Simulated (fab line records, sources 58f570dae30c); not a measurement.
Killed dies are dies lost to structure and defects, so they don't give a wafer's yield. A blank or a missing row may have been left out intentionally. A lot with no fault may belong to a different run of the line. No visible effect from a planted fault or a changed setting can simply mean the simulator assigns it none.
Lot-split experiment -- flow berkeley-cmos170 -- 23 wafers read from 5 lots, route of 331 steps

== THE SPLIT ITSELF ==
At UCB170_PFIELD_IMPLANT_07, the setting dose-cm2 was moved away from the recipe's 2e+13 on 9 of the 23 wafers read, by -2.2% to +7.0%. For the rest of the wafers, this setting stayed at what the recipe calls for.

== FROM THE SPLIT ON TO THE READING: in between, the file shows 1 step ==
- UCB170_PFIELD_STRIP_08: strips in O2

== THE READING ==
PFIELD_TW, at UCB170_PFIELD_TW_MEAS_09. On this fab line, fault-free wafers typically give 600 with a standard deviation of 4.2.

wafer,"tool, chamber at the split",dose-cm2 as run,against the recipe,PFIELD_TW,against lot-mates on the recipe
L074.1,"implanter-01, 0",2e+13,recipe,605,-
L074.5,"implanter-01, 0",2e+13,recipe,604,-
L074.6,"implanter-01, 0",2e+13,recipe,599,-
L075.1,"implanter-03, 0",2.14e+13,+7.0%,606,+11
L075.2,"implanter-03, 0",2.14e+13,+7.0%,604,+9
L075.4,"implanter-03, 0",2e+13,recipe,594,-
L075.5,"implanter-03, 0",2e+13,recipe,597,-
L075.6,"implanter-03, 0",2e+13,recipe,594,-
L078.1,"implanter-03, 0",2e+13,recipe,602,-
L078.2,"implanter-03, 0",1.955e+13,-2.2%,597,-4
L078.3,"implanter-03, 0",2e+13,recipe,601,-
L078.4,"implanter-03, 0",2e+13,recipe,599,-
L078.6,"implanter-03, 0",1.955e+13,-2.2%,597,-4
L080.1,"implanter-03, 0",2.07e+13,+3.5%,610,+7
L080.2,"implanter-03, 0",2e+13,recipe,602,-
L080.3,"implanter-03, 0",2e+13,recipe,603,-
L080.5,"implanter-03, 0",2.07e+13,+3.5%,611,+8
L080.6,"implanter-03, 0",2e+13,recipe,604,-
L085.1,"implanter-04, 0",2e+13,recipe,600,-
L085.3,"implanter-04, 0",2.071e+13,+3.6%,605,+7
L085.4,"implanter-04, 0",2.071e+13,+3.6%,604,+6
L085.5,"implanter-04, 0",2.071e+13,+3.6%,606,+8
L085.6,"implanter-04, 0",2e+13,recipe,596,-

THE FIT
A straight line over all 23 wafers: PFIELD_TW changes by +1.18 for each +1% of dose-cm2; r = +0.64; the points scatter about the line by 3.7.
The same after taking each lot's own level away (the mean of its wafers on the recipe; 23 wafers): +1.63 for each +1%; r = +0.93; scatter 1.7.
The reading moves by 11 for the largest change in dose-cm2, on that fit.
The lots' own levels span 595.0 to 603.0, that is 1.9 times the standard deviation above.
So the lot-to-lot level blurs the effect unless lot-mates are compared.
Check: for one of the wafers moved furthest among these (+7.0%), held out of the fit, the line's prediction against its lot-mates is +11.9. Against them it came out at +11.

== THESE WAFERS: OTHER SPLITS ==
These wafers also went through other splits before the reading. Each is held against what the fit with the lots' levels taken away leaves over:
other split on the same wafers,wafers away from the commonest value,r with PFIELD_TW (lot level and that fit taken away)
UCB170_PWELL_CVD_05 temp-c,10,-0.17
UCB170_PWELL_IMPLANT_15 energy-kev,4,+0.08
UCB170_ACTIVE_OXIDATION_02 ox-time-s,13,-0.01
UCB170_ACTIVE_PEB_11 peb-temp-c,8,-0.13
UCB170_ACTIVE_ETCH_15 rf-w,5,+0.01

== THE FILE'S OWN FIT ==
PFIELD_TW changes by +1.64 for each +1% of dose-cm2, r = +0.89.
